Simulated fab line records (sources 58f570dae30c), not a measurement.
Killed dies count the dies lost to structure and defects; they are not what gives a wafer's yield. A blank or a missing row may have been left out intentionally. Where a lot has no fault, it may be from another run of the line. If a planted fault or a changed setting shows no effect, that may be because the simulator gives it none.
The same fault as seen by 2 desks -- flow berkeley cmos170 -- each desk has only its own numbers; what lay behind them comes last

== AT THE TOOL OWNER'S DESK: implanter-04 ==
UCB170_PLDD_IMPLANT_08, tool's own readings: per-lot mean of the sampled wafers with a number, covering each lot this tool ran. A lot is out of limits, marked OUT, if its mean lies more than 4 standard deviations from the usual mean; the brackets give that distance.
Columns: A = dose ions cm2 at UCB170_PLDD_IMPLANT_08, usual 5e+13; B = rotation deg at UCB170_PLDD_IMPLANT_08, usual -0.003 degrees
lot,first seen here,A,B
L172,day 8 05:14,5e+13,-0.021
L174,day 8 19:54,5e+13,0.003
L173,day 8 20:37,5e+13,0.001
L175,day 9 06:14,5e+13,-0.009
L182,day 10 13:50,5e+13,-0.017
L185,day 11 02:26,5e+13 (+33) OUT,-0.008
L184,day 11 03:08,5e+13 (+31) OUT,0.005
L186,day 11 03:35,5e+13 (+29) OUT,-0.009
Finding of this desk: L184, L185, L186 out of limits; the first was L185 at day 11 02:26, on dose ions cm2 at UCB170_PLDD_IMPLANT_08. L172, L174, L173, L175, L182: within limits.

== FROM THE METROLOGY DESK ==
What the gauges read for every lot (on any tool): the sampled wafers with a number, averaged. A lot is out of limits, marked OUT, if its mean lies more than 4 standard deviations from the usual mean; the brackets give that distance.
Columns: A = FIELD_OXIDE_THK at UCB170_FIELD_THK_MEAS_02, usual 560 nm; B = NVT_TW at UCB170_NVT_TW_MEAS_09, usual 518; C = cd nm at UCB170_NLDD_CD_MEAS_06, usual 1200.0 nm; D = PLDD_RS at UCB170_SDANNEAL_RS_MEAS_04, usual 1032.8 ohm/sq
lot,first seen here,A,B,C,D
L169,day 5 10:21,559,517,1200.9,1033.3
L170,day 5 18:01,570,514,1198.7,1033.6
L171,day 6 03:12,554,511,1200.3,1029.2
L172,day 6 03:13,552,520,1198.5,1034.0
L173,day 6 16:56,557,518,1199.1,1034.0
L174,day 6 16:56,561,522,1199.7,1030.6
L175,day 7 04:11,546,510,1200.0,1029.0
L177,day 7 09:36,543,509,1201.1,1034.0
L182,day 8 11:56,557,524,1202.1,1031.1
L184,day 9 04:03,555,515,1201.1,1022.3
L185,day 9 04:03,568,523,1200.6,1022.0
L186,day 9 09:38,568,515,1199.5,1021.7 (-4.1) OUT
L187,day 9 09:38,562,516,1202.5,1033.0
L189,day 9 17:33,540,522,1198.5,1035.6
L190,day 9 17:34,563,515,1199.7,1035.6
This desk's finding: out of limits on L186; first on L186, day 11 16:52 (PLDD_RS at UCB170_SDANNEAL_RS_MEAS_04). L169, L170, L171, L172, L173, L174, L175, L177, L182, L184, L185, L187, L189, L190: within limits.

== BROUGHT TOGETHER ==
An alarm could have come from the tool owner's desk at day 11 02:26, on L184, L185, L186.
L186 would have let the metrology desk raise an alarm at day 11 16:52.
The metrology desk has L184, L185 on record, within its limits.
The lots listed all ran UCB170_PLDD_IMPLANT_08 on implanter-04.

== WHAT HAD BEEN PUT IN BY THE SIMULATOR ==
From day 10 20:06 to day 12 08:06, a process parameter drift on implanter-04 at UCB170_PLDD_IMPLANT_08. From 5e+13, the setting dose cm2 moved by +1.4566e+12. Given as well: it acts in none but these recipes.
Struck lots among those shown: L184, L185, L186.
Time in hours from fault onset to the first out-of-limits reading at each desk: tool owner's desk 6, metrology desk 21.
